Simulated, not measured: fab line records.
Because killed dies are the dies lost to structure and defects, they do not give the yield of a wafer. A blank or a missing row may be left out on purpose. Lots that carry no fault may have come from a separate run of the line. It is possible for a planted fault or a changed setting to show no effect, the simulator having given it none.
Comparing a struck lot with a sound one ; flow berkeley-cmos170 ; 36 out of 331 route steps
Sound: the wafers L165.2, L165.5, L165.6. The struck wafers were L168.2, L168.3, L168.6. The cause is named last.
At each step with rows: each side's tool, then ch and its chambers, then its first start. Under that, the readings that differ: sound wafers ; struck wafers ; difference of the means ; sigmas: that difference in standard deviations of wafers without a fault.
alike: readings with means less than 2 such deviations apart, plus words and numbers identical on both sides. not compared: withheld readings, readings lacking a value on some wafer, bounds such as >300 that could conceal the same value, and numbers that have no deviation in the record and whose values overlap.
The two part at a step that has a row with sigmas, a row that says differs or no value, or rows on one side only. Numbers that don't overlap but have no deviation are shown without sigmas and don't part them. A reading that every wafer of one side lacks parts them only if that side has two wafers or more.

first, 1 step without rows for these wafers: UCB170_SPACER_CVD_00 (deposits SiO2 from TEOS/O2, target thk 376 nm, time 47 s).
UCB170_SPACER_THK_MEAS_01:
  sound on film-metro-03, day 8 08:50; struck on film-metro-03, day 9 10:09
reading;sound;struck;difference;sigmas
SPACER_TEOS_THK (nm);381 389 388;367 382 372;-12;-2
then, 1 step without rows for these wafers: UCB170_SPACER_ANNEAL_02 (time 1800 s).
UCB170_SPACER_ETCHBACK_03: etches SiO2 in CHF3/CF4/Ar, stops on Si, target depth 376 nm, time 100 s.
  sound on rie-diel-04 ch 0,2,3, day 8 13:32; struck on rie-diel-03 ch 1,2, day 9 16:54
  alike: chamber-pressure-mTorr, drypump-motor-current-A, oes-product-au, throttle-valve-pct
  not compared: rf-hours-counter-h
then, 6 steps without rows for these wafers: UCB170_PSD_HMDS_00 (prime time 60 s); UCB170_PSD_COAT_01 (resist thk 900 nm); UCB170_PSD_SOFTBAKE_02 (time 60 s); UCB170_PSD_EXPOSE_03 (exposes mask PSELECT MOD, target cd 1200 nm); UCB170_PSD_PEB_04; UCB170_PSD_DEVELOP_05 (develop time 45 s).
UCB170_PSD_CD_MEAS_06 targets a cd of 1200 nm.
  sound on cd-sem-02, day 8 14:28; struck on cd-sem-02, day 9 18:16
  alike: cd-nm
UCB170_PSD_OVL_MEAS_07:
  sound on overlay-01, day 8 14:34; struck on overlay-01, day 9 18:22
  alike: PSD_OVL
UCB170_PSD_IMPLANT_08:
  sound on implanter-02 ch 0, day 8 14:37; struck on implanter-04 ch 0, day 9 18:26
reading;sound;struck;difference;sigmas
dose-ions-cm2;2.995e+15 3e+15 2.991e+15;2.04e+15 2.038e+15 2.037e+15;-9.57e+14;-99 or more
end-station-pressure-torr (Torr);1.34e-05 1.3e-05 1.23e-05;1.02e-05 1e-05 1.02e-05;-2.77e-06;-5
faraday-current-uA;9087 9041 9185;6244 6423 6055;-2864;-16
UCB170_PSD_STRIP_09: strips in O2.
  sound on plasma-asher-01 ch 0,1, day 8 14:45; struck on plasma-asher-02 ch 0,1, day 9 18:33
reading;sound;struck;difference;sigmas
oes-product-au (a.u.);0.597 0.605 0.595;0.655 0.659 0.657;+0.058;+14
strip-time-to-endpoint-s (s);29.38 29.34 29.35;25.49 25.39 25.43;-3.92;-50
  alike: chamber-pressure-mTorr, drypump-motor-current-A
  not compared: rf-hours-counter-h
UCB170_PSD_TW_MEAS_10:
  sound on film-metro-04, day 8 14:52; struck on film-metro-02, day 9 18:53
reading;sound;struck;difference;sigmas
PSD_TW;2353 2349 2350;2092 2080 2099;-260;-19
  not compared: hold
then, 6 steps without rows for these wafers: UCB170_NSD_HMDS_00 (prime time 60 s); UCB170_NSD_COAT_01 (resist thk 900 nm); UCB170_NSD_SOFTBAKE_02 (time 60 s); UCB170_NSD_EXPOSE_03 (exposes mask NSELECT MOD, target cd 1200 nm); UCB170_NSD_PEB_04; UCB170_NSD_DEVELOP_05 (develop time 45 s).
UCB170_NSD_CD_MEAS_06 targets a cd of 1200 nm.
  sound on cd-sem-01, day 8 16:35; struck on cd-sem-01, day 9 21:05
  alike: cd-nm
UCB170_NSD_OVL_MEAS_07:
  sound on overlay-02, day 8 16:42; struck on overlay-02, day 9 21:11
  alike: NSD_OVL
following that, these wafers have no rows for 1 step: UCB170_NSD_IMPLANT_08.
UCB170_NSD_STRIP_09: strips in O2.
  sound on plasma-asher-01 ch 0,1, day 8 16:53; struck on plasma-asher-03 ch 0, day 9 21:23
  alike: chamber-pressure-mTorr, drypump-motor-current-A, oes-product-au, strip-time-to-endpoint-s
  not compared: rf-hours-counter-h
UCB170_NSD_TW_MEAS_10:
  sound on film-metro-04, day 8 16:59; struck on film-metro-04, day 9 21:29
  alike: NSD_TW
then, 4 steps without rows for these wafers: UCB170_NSD_CLEAN_11 (cleans in SPM, time 600 s); UCB170_BACKSIDE_HMDS_00 (prime time 60 s); UCB170_BACKSIDE_COAT_01 (resist thk 900 nm); UCB170_BACKSIDE_SOFTBAKE_02 (time 60 s).
UCB170_BACKSIDE_STRIP_03: strips in O2.
  sound on plasma-asher-03 ch 0,1, day 8 18:20; struck on plasma-asher-01 ch 0,1, day 9 22:14
reading;sound;struck;difference;sigmas
strip-time-to-endpoint-s (s);21.91 21.85 21.88;22.11 22.13 22.08;+0.23;+3
  alike: chamber-pressure-mTorr, drypump-motor-current-A, oes-product-au
  not compared: rf-hours-counter-h
then, 1 step without rows for these wafers: UCB170_BACKSIDE_CLEAN_04 (cleans in SPM, time 600 s).
UCB170_SDANNEAL_RTA_00: time 10 s.
  sound on rtp-anneal-02 ch 0, day 8 18:37; struck on rtp-anneal-01 ch 0, day 9 22:31
reading;sound;struck;difference;sigmas
lamp-power-pct (%);27.5 27.5 27.5;25.5 25.5 25.5;-2.0;-2
  alike: wafer_temp_C_max
UCB170_SDANNEAL_RTA_01: time 5 s.
  sound on rtp-anneal-02 ch 0, day 8 18:41; struck on rtp-anneal-01 ch 0, day 9 22:35
  alike: lamp-power-pct, wafer_temp_C_max
UCB170_SDANNEAL_RS_MEAS_02: measures by four-point-probe.
  sound on film-metro-02, day 8 18:45; struck on film-metro-04, day 9 22:59
reading;sound;struck;difference;sigmas
PSD_RS (ohm/sq);75.97 75.63 75.60;97.36 98.08 97.81;+22.02;+76
  not compared: hold
UCB170_M3_PROBE_99:
  the record has rows for the sound wafers here (prober-01, day 9 18:44) and none for the struck ones

WHERE THEY PART
At UCB170_SPACER_THK_MEAS_01 first; at UCB170_M3_PROBE_99 last (within this record only).

WHY: whatever the simulator had introduced
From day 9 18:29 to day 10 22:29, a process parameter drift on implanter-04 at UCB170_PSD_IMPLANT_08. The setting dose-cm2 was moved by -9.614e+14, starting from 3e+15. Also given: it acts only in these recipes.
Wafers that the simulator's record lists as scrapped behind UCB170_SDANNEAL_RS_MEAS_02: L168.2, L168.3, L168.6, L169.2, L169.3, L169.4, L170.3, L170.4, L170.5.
